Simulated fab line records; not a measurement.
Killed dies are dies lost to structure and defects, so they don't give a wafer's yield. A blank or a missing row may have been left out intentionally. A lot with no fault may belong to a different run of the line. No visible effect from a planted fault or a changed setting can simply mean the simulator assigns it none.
Comparing a struck lot with a sound one | flow berkeley cmos170 | 14 steps out of a route of 331
Sound: wafers L850.3, L850.4, L850.5. The struck wafers were L857.2, L857.3, L857.6. At the end, the cause is stated.
At each step with rows: each side's tool, then ch and its chambers, then its first start. Under that, the readings that differ: sound wafers | struck wafers | difference of the means | sigmas: that difference in standard deviations of wafers without a fault.
alike: readings whose means differ by less than 2 such deviations, and words and numbers that are the same on both sides. not compared: withheld readings, readings that some wafer has no value for, bounds like >300 that may hide the same value, and numbers for which the record gives no deviation and whose values overlap.
Wherever a step has rows on one side only, a row that says differs or no value, or a row with sigmas, the two part there. Non-overlapping numbers with no deviation appear without sigmas and do not part them. Lack of a reading on every wafer of one side parts them only where that side has two or more wafers.

first, 1 step without rows for these wafers: UCB170_CONTACT_CVD_01 (deposits PSG from SiH4/O2/PH3, target thk 700 nm, time 2820 s).
UCB170_CONTACT_THK_MEAS_02:
  sound on film metro-04 at day 9 17:57; struck on film metro-04 at day 11 02:32
  alike: CONTACT_PSG_THK
then, 3 steps without rows for these wafers: UCB170_CONTACT_HMDS_03 (prime time 60 s); UCB170_CONTACT_COAT_04 (resist thk 900 nm); UCB170_CONTACT_SOFTBAKE_05 (time 60 s).
UCB170_CONTACT_STRIP_06: strips in O2.
  sound on plasma asher-04 ch 0,1, day 9 18:45; struck on plasma asher-02 ch 0, day 11 03:08
  reading                     | sound       | struck      | difference | sigmas
  drypump motor current A (A) | 6.1 5.3 6.1 | 4.9 4.9 4.9 | -0.9       | -2
  alike: chamber pressure mTorr, oes product au, strip time to endpoint s
  not compared: rf hours counter h
then, 1 step without rows for these wafers: UCB170_CONTACT_CLEAN_07 (cleans in SPM, time 600 s).
UCB170_CONTACT_RTA_08: time 10 s.
  sound on rtp anneal-02 ch 0, day 9 19:10; struck on rtp anneal-02 ch 0, day 11 03:25
  alike: lamp power pct, wafer_temp_C_max
then, 4 steps without rows for these wafers: UCB170_CONTACT_COAT_09; UCB170_CONTACT_COAT_10 (resist thk 900 nm); UCB170_CONTACT_SOFTBAKE_11 (time 60 s); UCB170_CONTACT_EXPOSE_12 (exposes mask CONT, target cd 700 nm).
UCB170_CONTACT_PEB_13:
  sound on litho track-02 ch 0, day 9 19:56; struck on litho track-02, day 11 04:07
  no value came back on the struck wafers for chill plate temp C (C), exhaust pa (Pa), resist line temp C (C); on the sound wafers chill plate temp C (C) reads 22.88 22.88 23.06
then, 1 step without rows for these wafers: UCB170_CONTACT_DEVELOP_14 (develop time 45 s).

WHERE THEY PART
At UCB170_CONTACT_STRIP_06 first; at UCB170_CONTACT_PEB_13 last (within this record only).

WHY: the cause the simulator had injected
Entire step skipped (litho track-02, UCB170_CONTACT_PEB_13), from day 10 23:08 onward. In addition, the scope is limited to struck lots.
